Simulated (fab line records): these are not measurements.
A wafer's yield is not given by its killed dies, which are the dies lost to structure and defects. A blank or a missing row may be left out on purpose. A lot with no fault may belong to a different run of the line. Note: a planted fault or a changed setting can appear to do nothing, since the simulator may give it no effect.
Code-filled problem report in 8D (eight disciplines) form    flow berkeley cmos170    the parts of the form that need people (team, actions taken, sign-off) are left out

## 1. THE ISSUE
Mean of rf fwd power W at UCB170_NWELL_ETCH_13: 375.6 W across 6 wafers in 2 lots; on wafers with no fault it is 447.8 W (standard deviation 1.3). Relative to the usual mean, that is a shift of -56 standard deviations.
The step: etches Si3N4 in CH3F/Ar/O2, stops on SiO2, target depth 246.4 nm, time 154 s.
Earliest sighting: wafer L486.2 on rie diel-04 at day 4 19:13. The record holds 42 wafers of 14 lots with a number at this step. The rule behind "out" and "out of limits": a value lying over 4 standard deviations away from the usual mean. Any other wafer with a number is counted as sound.

## 2. WHAT IT IS, WHAT IT ISN'T
question                     is                      is not
which readings at this step  rf fwd power W          drypump motor current A, throttle valve pct
which lots                   L486, L488              L476, L477, L479, L480, L482, L490, L491, L492, L493, L495, L497, L498
which wafers of those lots   all that have a number  -
read on which tools          rie diel-04             rie diel-01, rie diel-02
when                         from day 4 19:13        up to then (15 sound wafers); but 21 sound wafers of L490, L491, L492, L493, L495, L497, L498 came after

## 3. WHAT RULES OUT EACH SUSPECT
Counting: a tool at any process step up to the reading remains a suspect when it ran all the lots that are out and ran no sound lot after the first of those.
- rie diel-04 at UCB170_NWELL_ETCH_13 (etches Si3N4 in CH3F/Ar/O2, stops on SiO2, target depth 246.4 nm, time 154 s): kept. All lots that are out passed through it, beginning with L486 at day 4 19:13, and no sound lot followed; its final sound lot before that point was L482 at day 3 23:16. Its own readings are out on those wafers: rf fwd power W.
Remaining after the count: rie diel-04 at UCB170_NWELL_ETCH_13.

## 4. THE CAUSE (what the simulator had put in)
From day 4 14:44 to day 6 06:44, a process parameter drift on rie diel-04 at UCB170_NWELL_ETCH_13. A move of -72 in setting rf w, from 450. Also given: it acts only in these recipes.
Counting left only this tool.

## 5. SEQUENCE OF EFFECTS, ordered by route
Each row: a reading where the mean over the struck wafers with a number is more than 3 standard deviations away from the usual. Scope: only readings with a usual standard deviation given in the record; hours: median across lots of the time from each lot's start at the first step in this table that gives one to its start at this step; sigmas: change in usual standard deviations.
hours  step                  reading         usual    on struck wafers  change  sigmas
0      UCB170_NWELL_ETCH_13  rf fwd power W  447.8 W  375.6             -72.2   -56
The process steps in it:
- UCB170_NWELL_ETCH_13: etches Si3N4 in CH3F/Ar/O2, stops on SiO2, target depth 246.4 nm, time 154 s.

## 6. WHAT WOULD HAVE CAUGHT IT SOONER
In this record no reading fell out of limits until day 4 19:13, 4 hours after the fault had begun at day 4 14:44.
